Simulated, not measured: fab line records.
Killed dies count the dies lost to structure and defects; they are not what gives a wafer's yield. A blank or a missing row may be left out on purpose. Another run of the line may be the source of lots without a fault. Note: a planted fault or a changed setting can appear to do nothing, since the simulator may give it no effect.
The tool behind it: which one? :: flow berkeley_cmos170 :: 14 lots, 42 wafers sampled, at 5 steps of a route of 331

WHAT THE GAUGES SHOWED, per wafer
UCB170_PSD_OVL_MEAS_07. Usual: PSD_OVL -2 nm, standard deviation 5.2.
lot: L764
measured: day 6 09:20
on: overlay-02
PSD_OVL (nm): 6 -5 -5
flag: 

lot: L765
measured: day 6 09:36
on: overlay-02
PSD_OVL (nm): -11 -6 -8
flag: 

lot: L767
measured: day 7 02:49
on: overlay-02
PSD_OVL (nm): -10 -4 -3
flag: 

lot: L768
measured: day 7 02:32
on: overlay-02
PSD_OVL (nm): -6 -1 -6
flag: 

lot: L772
measured: day 8 16:46
on: overlay-02
PSD_OVL (nm): 8 -6 0
flag: 

lot: L773
measured: day 8 17:10
on: overlay-02
PSD_OVL (nm): -13 -6 -7
flag: 

lot: L779
measured: day 9 07:56
on: overlay-01
PSD_OVL (nm): 4 13 -1
flag: 

lot: L781
measured: day 10 05:36
on: overlay-01
PSD_OVL (nm): -1 4 -1
flag: 

lot: L784
measured: day 10 21:01
on: overlay-02
PSD_OVL (nm): -4 -5 -1
flag: 

lot: L783
measured: day 10 21:18
on: overlay-01
PSD_OVL (nm): 5 3 8
flag: 

lot: L786
measured: day 11 04:22
on: overlay-01
PSD_OVL (nm): -4 -12 -6
flag: 

lot: L787
measured: day 11 19:43
on: overlay-01
PSD_OVL (nm): -1 -3 8
flag: 

UCB170_M1_THK_MEAS_02: measures by xrf. Usual: M1_AL_THK 600 nm, standard deviation 8.2.
lot: L764
measured: day 6 19:49
on: film_metro-01
M1_AL_THK (nm): 611 612 617
flag: 

lot: L765
measured: day 6 21:41
on: film_metro-04
M1_AL_THK (nm): 606 607 604
flag: 

lot: L767
measured: day 7 13:47
on: film_metro-04
M1_AL_THK (nm): 585 589 594
flag: 

lot: L768
measured: day 7 12:20
on: film_metro-03
M1_AL_THK (nm): 593 595 587
flag: 

lot: L772
measured: day 9 03:49
on: film_metro-03
M1_AL_THK (nm): 601 602 597
flag: 

lot: L773
measured: day 9 03:32
on: film_metro-04
M1_AL_THK (nm): 604 600 603
flag: 

lot: L779
measured: day 9 18:13
on: film_metro-04
M1_AL_THK (nm): 611 610 612
flag: 

lot: L781
measured: day 10 15:51
on: film_metro-04
M1_AL_THK (nm): 604 597 597
flag: 

lot: L784
measured: day 11 07:39
on: film_metro-03
M1_AL_THK (nm): 597 592 599
flag: 

lot: L783
measured: day 11 06:32
on: film_metro-01
M1_AL_THK (nm): 607 598 607
flag: 

lot: L786
measured: day 11 17:08
on: film_metro-04
M1_AL_THK (nm): 601 595 597
flag: 

lot: L787
measured: day 12 07:05
on: film_metro-03
M1_AL_THK (nm): 597 588 598
flag: 

UCB170_M1_OVL_MEAS_10. Usual: M1_OVL 3 nm, standard deviation 5.
lot: L764
measured: day 6 21:12
on: overlay-02
M1_OVL (nm): 3 -3 6
flag: 

lot: L765
measured: day 6 22:50
on: overlay-02
M1_OVL (nm): 1 4 7
flag: 

lot: L767
measured: day 7 15:35
on: overlay-02
M1_OVL (nm): 1 1 -2
flag: 

lot: L768
measured: day 7 14:03
on: overlay-02
M1_OVL (nm): 11 -8 7
flag: 

lot: L772
measured: day 9 04:59
on: overlay-02
M1_OVL (nm): -4 -5 0
flag: 

lot: L773
measured: day 9 04:43
on: overlay-01
M1_OVL (nm): 4 0 1
flag: 

lot: L779
measured: day 9 20:04
on: overlay-01
M1_OVL (nm): 5 2 8
flag: 

lot: L781
measured: day 10 16:57
on: overlay-02
M1_OVL (nm): 8 -2 2
flag: 

lot: L784
measured: day 11 09:26
on: overlay-02
M1_OVL (nm): 1 11 2
flag: 

lot: L783
measured: day 11 08:01
on: overlay-02
M1_OVL (nm): 8 6 4
flag: 

lot: L786
measured: day 11 18:14
on: overlay-01
M1_OVL (nm): 11 3 10
flag: 

lot: L787
measured: day 12 09:02
on: overlay-02
M1_OVL (nm): 1 0 -1
flag: 

WHAT TOOL EACH LOT RAN ON (gives the tool, then ch and the chambers of the sampled wafers, and finally the start)
lot: L764
UCB170_PWELL_ETCH_14: rie_diel-02 ch 0,2, day 2 20:41
UCB170_PWELL_STRIP_16: plasma_asher-04 ch 0,1, day 2 20:56

lot: L765
UCB170_PWELL_ETCH_14: rie_diel-04 ch 2,3, day 3 00:05
UCB170_PWELL_STRIP_16: plasma_asher-01 ch 0, day 3 00:20

lot: L767
UCB170_PWELL_ETCH_14: rie_diel-04 ch 2,3, day 3 13:03
UCB170_PWELL_STRIP_16: plasma_asher-02 ch 0,1, day 3 13:19

lot: L768
UCB170_PWELL_ETCH_14: rie_diel-04 ch 0,1,3, day 3 18:08
UCB170_PWELL_STRIP_16: plasma_asher-01 ch 0,1, day 3 18:23

lot: L772
UCB170_PWELL_ETCH_14: rie_diel-04 ch 0,1,3, day 4 21:29
UCB170_PWELL_STRIP_16: plasma_asher-02 ch 0,1, day 4 21:44

lot: L773
UCB170_PWELL_ETCH_14: rie_diel-02 ch 1,2,3, day 5 00:55
UCB170_PWELL_STRIP_16: plasma_asher-01 ch 0,1, day 5 01:10

lot: L774
UCB170_PWELL_ETCH_14: rie_diel-04 ch 0,1,3, day 5 00:58
UCB170_PWELL_STRIP_16: plasma_asher-04 ch 0,1, day 5 01:13

lot: L776
UCB170_PWELL_ETCH_14: rie_diel-03 ch 1,2,3, day 5 11:39
UCB170_PWELL_STRIP_16: plasma_asher-02 ch 0,1, day 5 11:54

lot: L779
UCB170_PWELL_ETCH_14: rie_diel-04 ch 0,1,2, day 5 23:14
UCB170_PWELL_STRIP_16: plasma_asher-01 ch 0,1, day 5 23:29

lot: L781
UCB170_PWELL_ETCH_14: rie_diel-02 ch 1,3, day 6 09:00
UCB170_PWELL_STRIP_16: plasma_asher-01 ch 0,1, day 6 09:15

lot: L784
UCB170_PWELL_ETCH_14: rie_diel-04 ch 0,2,3, day 7 05:04
UCB170_PWELL_STRIP_16: plasma_asher-02 ch 0,1, day 7 05:19

lot: L783
UCB170_PWELL_ETCH_14: rie_diel-03 ch 2,3, day 7 05:20
UCB170_PWELL_STRIP_16: plasma_asher-04 ch 0, day 7 05:35

lot: L786
UCB170_PWELL_ETCH_14: rie_diel-04 ch 1,2,3, day 7 16:41
UCB170_PWELL_STRIP_16: plasma_asher-02 ch 0,1, day 7 16:56

lot: L787
UCB170_PWELL_ETCH_14: rie_diel-02 ch 1,2, day 7 21:28
UCB170_PWELL_STRIP_16: plasma_asher-01 ch 0,1, day 7 21:44
- UCB170_PWELL_ETCH_14: etches Si3N4 in CH3F/Ar/O2, stops on SiO2, target depth 242 nm, time 151 s.
- UCB170_PWELL_STRIP_16: strips in O2.

AS READ BY THE TOOLS THEMSELVES (means over the sampled wafers that have a number; for cases with no such wafer, the mark the record gives instead)
UCB170_PWELL_ETCH_14. Usual: CH3F_flow_sccm 20.00 sccm, standard deviation 0.059; O2_flow_sccm 7.001 sccm, standard deviation 0.022; drypump_motor_current_A 5.8 A, standard deviation 0.5; oes_product_au 0.940 a.u., standard deviation 0.013; throttle_valve_pct 8.10 %, standard deviation 0.16.
lot: L764
tool: rie_diel-02
CH3F_flow_sccm (sccm): 19.96
O2_flow_sccm (sccm): 7.005
drypump_motor_current_A (A): 5.6
oes_product_au (a.u.): 0.936
throttle_valve_pct (%): 8.24
flag: 

lot: L765
tool: rie_diel-04
CH3F_flow_sccm (sccm): 19.94
O2_flow_sccm (sccm): 6.959
drypump_motor_current_A (A): 5.1
oes_product_au (a.u.): 0.954
throttle_valve_pct (%): 7.99
flag: 

lot: L767
tool: rie_diel-04
CH3F_flow_sccm (sccm): 19.94
O2_flow_sccm (sccm): 7.012
drypump_motor_current_A (A): 5.1
oes_product_au (a.u.): 0.951
throttle_valve_pct (%): 8.01
flag: 

lot: L768
tool: rie_diel-04
CH3F_flow_sccm (sccm): 20.00
O2_flow_sccm (sccm): 6.997
drypump_motor_current_A (A): 6.0
oes_product_au (a.u.): 0.956
throttle_valve_pct (%): 8.04
flag: 

lot: L772
tool: rie_diel-04
CH3F_flow_sccm (sccm): 20.01
O2_flow_sccm (sccm): 6.980
drypump_motor_current_A (A): 6.0
oes_product_au (a.u.): 0.954
throttle_valve_pct (%): 8.05
flag: 

lot: L773
tool: rie_diel-02
CH3F_flow_sccm (sccm): 20.04
O2_flow_sccm (sccm): 7.005
drypump_motor_current_A (A): 5.7
oes_product_au (a.u.): 0.929
throttle_valve_pct (%): 8.18
flag: 

lot: L774
tool: rie_diel-04
CH3F_flow_sccm (sccm): -
O2_flow_sccm (sccm): -
drypump_motor_current_A (A): -
oes_product_au (a.u.): -
throttle_valve_pct (%): -
flag: OFF

lot: L776
tool: rie_diel-03
CH3F_flow_sccm (sccm): -
O2_flow_sccm (sccm): -
drypump_motor_current_A (A): -
oes_product_au (a.u.): -
throttle_valve_pct (%): -
flag: OFF

lot: L779
tool: rie_diel-04
CH3F_flow_sccm (sccm): 20.00
O2_flow_sccm (sccm): 7.016
drypump_motor_current_A (A): 5.6
oes_product_au (a.u.): 0.940
throttle_valve_pct (%): 8.04
flag: 

lot: L781
tool: rie_diel-02
CH3F_flow_sccm (sccm): 19.99
O2_flow_sccm (sccm): 7.005
drypump_motor_current_A (A): 5.7
oes_product_au (a.u.): 0.921
throttle_valve_pct (%): 8.13
flag: 

lot: L784
tool: rie_diel-04
CH3F_flow_sccm (sccm): 19.98
O2_flow_sccm (sccm): 6.998
drypump_motor_current_A (A): 5.7
oes_product_au (a.u.): 0.936
throttle_valve_pct (%): 8.11
flag: 

lot: L783
tool: rie_diel-03
CH3F_flow_sccm (sccm): 20.03
O2_flow_sccm (sccm): 7.000
drypump_motor_current_A (A): 6.0
oes_product_au (a.u.): 0.950
throttle_valve_pct (%): 8.23
flag: 

lot: L786
tool: rie_diel-04
CH3F_flow_sccm (sccm): 20.00
O2_flow_sccm (sccm): 6.988
drypump_motor_current_A (A): 5.5
oes_product_au (a.u.): 0.928
throttle_valve_pct (%): 7.94
flag: 

lot: L787
tool: rie_diel-02
CH3F_flow_sccm (sccm): 20.00
O2_flow_sccm (sccm): 7.017
drypump_motor_current_A (A): 5.5
oes_product_au (a.u.): 0.927
throttle_valve_pct (%): 8.19
flag: 

UCB170_PWELL_STRIP_16. Usual: drypump_motor_current_A 5.7 A, standard deviation 0.44; oes_product_au 0.721 a.u., standard deviation 0.0049; strip_time_to_endpoint_s 18.00 s, standard deviation 0.073.
lot: L764
tool: plasma_asher-04
drypump_motor_current_A (A): 5.5
oes_product_au (a.u.): 0.721
strip_time_to_endpoint_s (s): 17.99
flag: 

lot: L765
tool: plasma_asher-01
drypump_motor_current_A (A): 5.4
oes_product_au (a.u.): 0.718
strip_time_to_endpoint_s (s): 18.01
flag: 

lot: L767
tool: plasma_asher-02
drypump_motor_current_A (A): 6.0
oes_product_au (a.u.): 0.722
strip_time_to_endpoint_s (s): 18.08
flag: 

lot: L768
tool: plasma_asher-01
drypump_motor_current_A (A): 5.4
oes_product_au (a.u.): 0.719
strip_time_to_endpoint_s (s): 18.07
flag: 

lot: L772
tool: plasma_asher-02
drypump_motor_current_A (A): 6.0
oes_product_au (a.u.): 0.720
strip_time_to_endpoint_s (s): 18.01
flag: 

lot: L773
tool: plasma_asher-01
drypump_motor_current_A (A): 5.3
oes_product_au (a.u.): 0.719
strip_time_to_endpoint_s (s): 17.92
flag: 

lot: L774
tool: plasma_asher-04
drypump_motor_current_A (A): 5.4
oes_product_au (a.u.): 0.736
strip_time_to_endpoint_s (s): 21.67
flag: OFF

lot: L776
tool: plasma_asher-02
drypump_motor_current_A (A): 6.0
oes_product_au (a.u.): 0.737
strip_time_to_endpoint_s (s): 21.47
flag: OFF

lot: L779
tool: plasma_asher-01
drypump_motor_current_A (A): 5.4
oes_product_au (a.u.): 0.717
strip_time_to_endpoint_s (s): 18.00
flag: 

lot: L781
tool: plasma_asher-01
drypump_motor_current_A (A): 5.3
oes_product_au (a.u.): 0.724
strip_time_to_endpoint_s (s): 17.94
flag: 

lot: L784
tool: plasma_asher-02
drypump_motor_current_A (A): 6.3
oes_product_au (a.u.): 0.727
strip_time_to_endpoint_s (s): 18.04
flag: 

lot: L783
tool: plasma_asher-04
drypump_motor_current_A (A): 5.4
oes_product_au (a.u.): 0.718
strip_time_to_endpoint_s (s): 17.91
flag: 

lot: L786
tool: plasma_asher-02
drypump_motor_current_A (A): 6.0
oes_product_au (a.u.): 0.720
strip_time_to_endpoint_s (s): 17.99
flag: 

lot: L787
tool: plasma_asher-01
drypump_motor_current_A (A): 5.3
oes_product_au (a.u.): 0.726
strip_time_to_endpoint_s (s): 17.98
flag: 

THE ANSWER, worked out from the rows above alone
Rule: a lot counts as off when the mean over its wafers that have a number is more than 3 standard deviations away from the usual mean. Also off: a lot with no number at a reading for which 4 or more lots have one. Where the step has rows for the other lots, those lots are counted as sound. The gauges are gone through in route order, then the tools' own readings, and for those a lot's mean is taken as printed above. The first step at which some lot is off is used, and at that step the reading that is off furthest; a lot without a number counts as furthest.
Off: L774, L776, at UCB170_PWELL_ETCH_14 (CH3F_flow_sccm). Without a number there: L774, L776.
If a tool, at that step or one of the process steps before it, ran each lot that is off and ran no sound lot following the first of them, it fits. None of those tried fits.

WHAT HAD BEEN PUT IN BY THE SIMULATOR
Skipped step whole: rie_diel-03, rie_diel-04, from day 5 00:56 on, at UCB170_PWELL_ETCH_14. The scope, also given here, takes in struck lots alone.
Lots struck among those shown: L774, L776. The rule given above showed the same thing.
